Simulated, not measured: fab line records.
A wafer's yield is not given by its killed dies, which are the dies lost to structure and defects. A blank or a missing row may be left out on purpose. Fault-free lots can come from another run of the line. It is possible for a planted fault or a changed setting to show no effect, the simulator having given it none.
Split-lot study | flow berkeley cmos170 | 5 lots, 23 wafers read, on a route of 331 steps

## SPLIT DETAILS
At UCB170_M3_COAT_05 (resist thk 900 nm), the setting spin rpm was moved away from the recipe's 1500 rpm on 10 of the 23 wafers read, by -6.3% to +6.9%. All remaining wafers had this setting at the recipe value.

The split's own step is where the reading is taken.

## THE READING
KrF_of_M3_COAT_05.thk nm (the simulator's own value, which no gauge read), in nm, at UCB170_M3_COAT_05 (resist thk 900 nm). There is no usual value for it anywhere in the file. Here, 13 wafers ran the recipe; their average is 898.0 nm with a standard deviation of 1.8 nm.

wafer  | tool, chamber at the split | spin rpm as run, rpm | against the recipe | KrF_of_M3_COAT_05.thk nm, nm | against lot-mates on the recipe
L076.1 | litho track-02, 0          | 1446                 | -3.6%              | 915.1                        | +16.5
L076.2 | litho track-02, 0          | 1500                 | recipe             | 899.4                        | -
L076.3 | litho track-02, 0          | 1500                 | recipe             | 900.2                        | -
L076.4 | litho track-02, 0          | 1446                 | -3.6%              | 915.5                        | +16.9
L076.6 | litho track-02, 0          | 1500                 | recipe             | 896.2                        | -
L079.2 | litho track-02, 0          | 1406                 | -6.3%              | 930                          | +32.5
L079.3 | litho track-02, 0          | 1500                 | recipe             | 894.8                        | -
L079.4 | litho track-02, 0          | 1500                 | recipe             | 900.3                        | -
L079.5 | litho track-02, 0          | 1406                 | -6.3%              | 928.3                        | +30.8
L079.6 | litho track-02, 0          | 1406                 | -6.3%              | 928.9                        | +31.4
L081.1 | litho track-02, 0          | 1500                 | recipe             | 896.7                        | -
L081.2 | litho track-02, 0          | 1604                 | +6.9%              | 870.7                        | -26.0
L081.4 | litho track-02, 0          | 1500                 | recipe             | 894.5                        | -
L081.5 | litho track-02, 0          | 1604                 | +6.9%              | 868.2                        | -28.5
L081.6 | litho track-02, 0          | 1500                 | recipe             | 898.8                        | -
L083.2 | litho track-04, 0          | 1500                 | recipe             | 898.5                        | -
L083.3 | litho track-04, 0          | 1500                 | recipe             | 898                          | -
L083.4 | litho track-04, 0          | 1431                 | -4.6%              | 921.8                        | +23.5
L083.5 | litho track-04, 0          | 1431                 | -4.6%              | 920.4                        | +22.1
L083.6 | litho track-04, 0          | 1431                 | -4.6%              | 919.1                        | +20.9
L085.1 | litho track-02, 0          | 1500                 | recipe             | 898.6                        | -
L085.3 | litho track-02, 0          | 1500                 | recipe             | 899.7                        | -
L085.6 | litho track-02, 0          | 1500                 | recipe             | 898.3                        | -

THE FIT
A straight line over all 23 wafers: KrF_of_M3_COAT_05.thk nm changes by -4.59 nm for each +1% of spin rpm; r = -0.99; the points scatter about the line by 2 nm.
The same after taking each lot's own level away (the mean of its wafers on the recipe; 23 wafers): -4.52 nm for each +1%; r = -0.99; scatter 2.1 nm.
That fit puts the effect of the largest move of spin rpm on the reading at 31 nm.
From 896.67 to 898.87 nm: that is the span of the lots' own levels, equal to 1.2 times the standard deviation above.
Hence the lot-to-lot level has little effect on the slope; both slopes agree.
Check: for one of the wafers moved furthest among these (+6.9%), held out of the fit, the line's prediction against its lot-mates is -32 nm. Against them it came out at -26 nm.

## OTHER SPLITS ON THESE WAFERS
Before the reading, these wafers also passed through other splits. Each is held against what the fit with the lots' levels taken away leaves over:
other split on the same wafers      | wafers away from the commonest value | r with KrF_of_M3_COAT_05.thk nm (lot level and that fit taken away)
UCB170_M2_METAL_ETCH_18 time s      | 5                                    | +0.34
UCB170_V2_CMP_02 leave above ref nm | 9                                    | -0.32
UCB170_V2_ETCH_14 rf w              | 5                                    | +0.04

## THE WHOLE CHAIN: every reading that the file lists as answering this split, in the file's order
step               | what it does      | reading                                                                   | change (the file's fit)              | r (the file's)
UCB170_M3_COAT_05  | resist thk 900 nm | KrF_of_M3_COAT_05.thk nm (the simulator's own value, which no gauge read) | -4.51 nm for each +1% of the setting | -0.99
UCB170_M3_STRIP_07 | strips in O2      | strip time to endpoint s                                                  | withheld for each +1% of the setting | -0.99

## THE FILE'S OWN FIT
KrF_of_M3_COAT_05.thk nm changes by -4.51 nm for each +1% of spin rpm, r = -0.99.
